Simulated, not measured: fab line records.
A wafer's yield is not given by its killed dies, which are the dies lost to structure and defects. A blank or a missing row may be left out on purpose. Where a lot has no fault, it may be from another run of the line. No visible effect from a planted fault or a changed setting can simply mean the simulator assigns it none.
Which of the tools did it? || flow rit cmos || 7 lots (21 wafers sampled), 1 step of a 202-step route

WHAT EACH GAUGE READ, for each wafer
RIT_PWELL_OVL_MEAS_06.
{"lot": "L530", "measured": "day 2 02:58", "on": "overlay-01", "PWELL_OVL (nm)": "0.3 0.7 -0.3"}
{"lot": "L534", "measured": "day 2 23:17", "on": "overlay-01", "PWELL_OVL (nm)": "-2.0 -1.3 -1.7"}
{"lot": "L537", "measured": "day 3 15:13", "on": "overlay-01", "PWELL_OVL (nm)": "-0.6 -0.3 -2.8"}
{"lot": "L540", "measured": "day 4 05:01", "on": "overlay-01", "PWELL_OVL (nm)": "-1.7 0.0 1.2"}
{"lot": "L541", "measured": "day 4 10:31", "on": "overlay-01", "PWELL_OVL (nm)": "-0.5 -0.2 2.5"}
{"lot": "L546", "measured": "day 5 10:53", "on": "overlay-02", "PWELL_OVL (nm)": "0.4 0.3 -0.5"}
{"lot": "L550", "measured": "day 6 08:40", "on": "overlay-02", "PWELL_OVL (nm)": "-0.4 -0.9 -0.5"}

WHAT TOOL EACH LOT RAN ON (gives the tool, then ch and the chambers of the sampled wafers, and finally the start)
No process step before these readings appears in the record.

THE ANSWER, worked out from the rows above alone
Rule: the lots themselves supply what counts as usual. The widest of any qualifying gaps counts: lots, ordered by their means at a reading, are off when they make up no more than a third of the lots, leave a main group of 4 or more, and stand apart from it by 3 or more times the standard deviation of that group's means. The tables above print the reading to a certain number of digits; a main group whose means all agree to those digits is not used. A lot without any number at a reading at which 4 lots or more have one is off too. All remaining lots with rows at the step are treated as sound.
No lot is off on any of the readings shown, so nothing can be concluded from this.

WHAT THE SIMULATOR HAD PUT IN
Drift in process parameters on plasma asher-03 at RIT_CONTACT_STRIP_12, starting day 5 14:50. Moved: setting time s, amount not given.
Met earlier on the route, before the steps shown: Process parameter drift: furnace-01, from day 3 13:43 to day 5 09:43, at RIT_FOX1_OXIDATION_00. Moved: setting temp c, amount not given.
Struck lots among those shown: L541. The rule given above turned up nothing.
